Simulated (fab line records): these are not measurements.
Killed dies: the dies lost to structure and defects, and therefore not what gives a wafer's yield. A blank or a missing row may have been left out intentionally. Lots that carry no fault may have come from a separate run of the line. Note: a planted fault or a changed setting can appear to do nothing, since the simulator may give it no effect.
Comparing a struck lot with a sound one + flow rit cmos + 15 out of 202 route steps
Sound: wafers L238.3, L238.5, L238.6. The struck wafers were L241.2, L241.5, L241.6. Last of all comes the cause.
Per side, at each step with rows, come the tool, then ch with its chambers, and then its first start. Under that, the readings that differ: sound wafers + struck wafers + difference of the means + sigmas: that difference in standard deviations of wafers without a fault.
alike: a reading whose means differ by less than 2 such deviations, as well as words and numbers matching on both sides. not compared: withheld readings; readings where some wafer has no value; bounds like >300 that might hide an equal value; numbers whose values overlap and for which the record gives no deviation.
Wherever a step has rows on one side only, a row that says differs or no value, or a row with sigmas, the two part there. Numbers that have no deviation but don't overlap get no sigmas and don't part them. Lack of a reading on every wafer of one side parts them only where that side has two or more wafers.

first, 1 step without rows for these wafers: RIT_CONTACT_CLEAN_14 (cleans in SC2, time 600 s).
RIT_M1_SPUTTER_00: material Al, target thk 400 nm, time 500 s.
  sound: pvd sputter-02 at day 3 11:02; struck: pvd sputter-03 at day 4 02:02
  alike: throttle valve pct
RIT_M1_RS_MEAS_01: measurement is done with a four-point probe.
  sound: film metro-02 at day 3 11:22; struck: film metro-02 at day 4 02:21
| reading           | sound                | struck               | difference | sigmas |
|-------------------|----------------------|----------------------|------------|--------|
| M1_AL_RS (ohm/sq) | 0.0729 0.0734 0.0732 | 0.0718 0.0711 0.0714 | -0.0017    | -2     |
RIT_M1_THK_MEAS_02: measures by xrf.
  sound: film metro-02 at day 3 11:28; struck: film metro-02 at day 4 02:28
| reading        | sound       | struck      | difference | sigmas |
|----------------|-------------|-------------|------------|--------|
| M1_AL_THK (nm) | 403 399 397 | 409 410 409 | +10        | +2     |
then, 6 steps without rows for these wafers: RIT_M1_HMDS_03 (prime time 60 s); RIT_M1_COAT_04 (resist thk 1300 nm); RIT_M1_SOFTBAKE_05 (time 60 s); RIT_M1_EXPOSE_06 (exposes mask M12, target cd 2600 nm); RIT_M1_PEB_07; RIT_M1_DEVELOP_08 (develop time 68 s).
RIT_M1_CD_MEAS_09: the cd target is 2600 nm.
  sound: cd sem-02 at day 3 12:37; struck: cd sem-02 at day 4 03:32
  alike: cd nm
RIT_M1_OVL_MEAS_10:
  sound: overlay-01 at day 3 12:42; struck: overlay-02 at day 4 03:39
| reading     | sound       | struck         | difference | sigmas |
|-------------|-------------|----------------|------------|--------|
| M1_OVL (nm) | 2.5 1.3 0.4 | -1.5 -1.5 -2.2 | -3.1       | -2     |
RIT_M1_HARDBAKE_11: time 120 s.
  sound on litho track-02 ch 0, day 3 12:49; struck on litho track-01 ch 0, day 4 03:43
| reading                  | sound                | struck               | difference | sigmas |
|--------------------------|----------------------|----------------------|------------|--------|
| heater power total W (W) | 52.10 51.98 52.10    | 50.55 50.66 50.54    | -1.48      | -23    |
| plate temp C (C)         | 139.80 140.05 139.87 | 137.07 136.97 137.12 | -2.85      | -22    |
  alike: chill plate temp C
RIT_M1_METAL_ETCH_12: etches Al in Cl2/BCl3, stops on SiO2, time 165 s, target depth 600 nm.
  sound on rie metal-03 ch 0,1, day 3 13:02; struck on rie metal-03 ch 0,1, day 4 03:56
  alike: drypump motor current A, oes product au, throttle valve pct
  not compared: rf hours counter h
RIT_M1_PROBE_99:
  sound: prober-02 at day 3 16:28; struck: prober-01 at day 4 06:14
  alike: defect limited yield, killed at contacts, killed at front end, killed dies, killed open, killed short, sort_bin_3_pad_short, sort_bin_5_function, sort_bin_6_memory, sort n pass, sort yield pct

== WHERE THEY PART ==
Earliest at RIT_M1_RS_MEAS_01; latest, in this record, at RIT_M1_HARDBAKE_11. Later steps at which nothing parts them and some readings are alike: RIT_M1_METAL_ETCH_12, RIT_M1_PROBE_99.

WHY: what had been put in by the simulator
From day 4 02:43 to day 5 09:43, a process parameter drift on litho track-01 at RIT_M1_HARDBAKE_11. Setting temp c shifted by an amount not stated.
